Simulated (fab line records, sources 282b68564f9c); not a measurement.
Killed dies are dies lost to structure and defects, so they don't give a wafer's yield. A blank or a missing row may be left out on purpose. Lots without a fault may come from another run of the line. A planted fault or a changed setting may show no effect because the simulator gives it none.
A struck lot beside a sound one | flow rit_cmos | 27 steps out of a route of 202
Sound: wafers L320.1, L320.2, L320.4. Struck: wafers L327.2, L327.3, L327.5. The cause comes at the end.
At each step with rows: each side's tool, then ch and its chambers, then its first start. Under that, the readings that differ: sound wafers | struck wafers | difference of the means | sigmas: that difference in standard deviations of wafers without a fault.
alike: readings whose means differ by less than 2 such deviations, and words and numbers that are the same on both sides. not compared: withheld readings, readings that some wafer has no value for, bounds like >300 that may hide the same value, and numbers for which the record gives no deviation and whose values overlap.
The two part at a step that has a row with sigmas, a row that says differs or no value, or rows on one side only. Numbers that don't overlap but have no deviation are shown without sigmas and don't part them. A reading that every wafer of one side lacks parts them only if that side has two wafers or more.

RIT_SDANNEAL_RTA_03: time 5 s.
  sound on rtp_anneal-01 ch 0, day 3 16:56; struck on rtp_anneal-02 ch 0, day 5 09:25
  alike: wafer_temp_C_max
RIT_SDANNEAL_RS_MEAS_04: measures by four-point-probe.
  sound on film_metro-04, day 3 16:59; struck on film_metro-03, day 5 09:29
  alike: PSD_RS
RIT_SDANNEAL_RS_MEAS_05: measures by four-point-probe.
  sound on film_metro-04, day 3 17:06; struck on film_metro-03, day 5 09:36
  alike: NSD_RS
RIT_SDANNEAL_RS_MEAS_06: measures by four-point-probe.
  sound on film_metro-04, day 3 17:13; struck on film_metro-03, day 5 09:43
  alike: PLDD_RS
RIT_SDANNEAL_RS_MEAS_07: measures by four-point-probe.
  sound on film_metro-04, day 3 17:20; struck on film_metro-03, day 5 09:50
  alike: NLDD_RS
then, 1 step without rows for these wafers: RIT_SILICIDE_WET_ETCH_00 (etches SiO2 in BOE, target depth 14 nm, time 15 s).
RIT_SILICIDE_SPUTTER_01: material Ti, target thk 30 nm, time 240 s.
  sound on pvd_sputter-02, day 3 17:29; struck on pvd_sputter-04, day 5 09:57
  alike: throttle_valve_pct
RIT_SILICIDE_RS_MEAS_02: measures by four-point-probe.
  sound on film_metro-01, day 3 17:38; struck on film_metro-01, day 5 10:07
  alike: SILICIDE_TI_RS
RIT_SILICIDE_THK_MEAS_03: measures by xrf.
  sound on film_metro-01, day 3 17:45; struck on film_metro-01, day 5 10:14
  alike: SILICIDE_TI_THK
RIT_SILICIDE_RTA_04: time 10 s, ramp up 5 s, ramp down 5 s.
  sound on rtp_anneal-02 ch 0, day 3 17:49; struck on rtp_anneal-01 ch 0, day 5 10:17
  alike: wafer_temp_C_max
then, 1 step without rows for these wafers: RIT_SILICIDE_WET_ETCH_05 (etches Ti in SPM, time 120 s).
RIT_SILICIDE_RTA_06: time 10 s, ramp up 5 s, ramp down 10 s.
  sound on rtp_anneal-01 ch 0, day 3 17:55; struck on rtp_anneal-02 ch 0, day 5 10:24
  reading          | sound             | struck            | difference | sigmas
  wafer_temp_C_max | 752.4 752.8 753.3 | 757.8 755.3 756.2 | +3.6       | +3
RIT_CONTACT_CVD_00: deposits SiO2 from TEOS, target thk 400 nm, time 61 s.
  sound on pecvd-02 ch 0,1,2, day 3 17:59; struck on pecvd-01 ch 0,1,2, day 5 10:28
  no value came back on the struck wafers for heater_power_w (W), rf_fwd_power_W (W); on the sound wafers heater_power_w (W) reads 371 320 315
then, 6 steps without rows for these wafers: RIT_CONTACT_HMDS_02 (prime time 60 s); RIT_CONTACT_COAT_03 (resist thk 1000 nm); RIT_CONTACT_SOFTBAKE_04 (time 60 s); RIT_CONTACT_EXPOSE_05 (exposes mask M11, target cd 1000 nm); RIT_CONTACT_PEB_06; RIT_CONTACT_DEVELOP_07 (develop time 120 s).
RIT_CONTACT_CD_MEAS_08: target cd 1000 nm.
  sound on cd_sem-01, day 3 19:11; struck on cd_sem-01, day 5 11:41
  alike: cd_nm
RIT_CONTACT_OVL_MEAS_09:
  sound on overlay-01, day 3 19:18; struck on overlay-02, day 5 11:47
  alike: CONTACT_OVL
then, 1 step without rows for these wafers: RIT_CONTACT_HARDBAKE_10 (time 60 s).
RIT_CONTACT_ETCH_11: etches SiO2 in CHF3/CF4/Ar, stops on TiSi2, target depth 480 nm, time 320 s.
  sound on rie_diel-01 ch 0,3, day 3 19:29; struck on rie_diel-01 ch 2,3, day 5 11:58
  reading                             | sound             | struck            | difference | sigmas
  oes_product_au (a.u.)               | 0.985 0.990 0.985 | 0.940 0.955 0.949 | -0.039     | -4
  model.etch.depth_nm (nm)            | 405.4 394.1 401.5 | 0 0 0             | -400       |
  model.CONTACT.feature_depth_nm (nm) | 405.4 394.1 401.5 | 1e-09 1e-09 1e-09 | -4e+02     |
  alike: CHF3_flow_sccm, chamber_pressure_mTorr, drypump_motor_current_A, throttle_valve_pct
  not compared: rf_hours_counter_h
RIT_CONTACT_STRIP_12: strips in O2, time 180 s.
  sound on plasma_asher-01 ch 0,1, day 3 19:41; struck on plasma_asher-04 ch 0,1, day 5 12:10
  alike: chamber_pressure_mTorr, drypump_motor_current_A
  not compared: rf_hours_counter_h
RIT_CONTACT_CD_MEAS_90: target cd 1000 nm.
  sound on cd_sem-01, day 3 19:52; struck on cd_sem-01, day 5 12:21
  reading    | sound              | struck | difference                    | sigmas
  cd_nm (nm) | 1001.2 999.5 999.3 | - - -  | no value on the struck wafers |
then, 1 step without rows for these wafers: RIT_CONTACT_CLEAN_13 (cleans in SC1, time 600 s).
RIT_M1_PROBE_99:
  sound on prober-01, day 4 00:22; struck on prober-01, day 5 16:54
  reading            | sound | struck      | difference | sigmas
  killed_at_contacts | 0 1 0 | 261 264 263 | +262       | +99 or more
  killed_dies        | 5 7 9 | 264 264 264 | +257       | +89
  killed_on_rim      | 1 0 3 | 70 70 70    | +69        | +49
  alike: killed_at_front_end, killed_open, killed_short

WHERE THEY PART
First at RIT_SILICIDE_RTA_06; last, within this record, at RIT_M1_PROBE_99.

WHY: what the simulator had put in
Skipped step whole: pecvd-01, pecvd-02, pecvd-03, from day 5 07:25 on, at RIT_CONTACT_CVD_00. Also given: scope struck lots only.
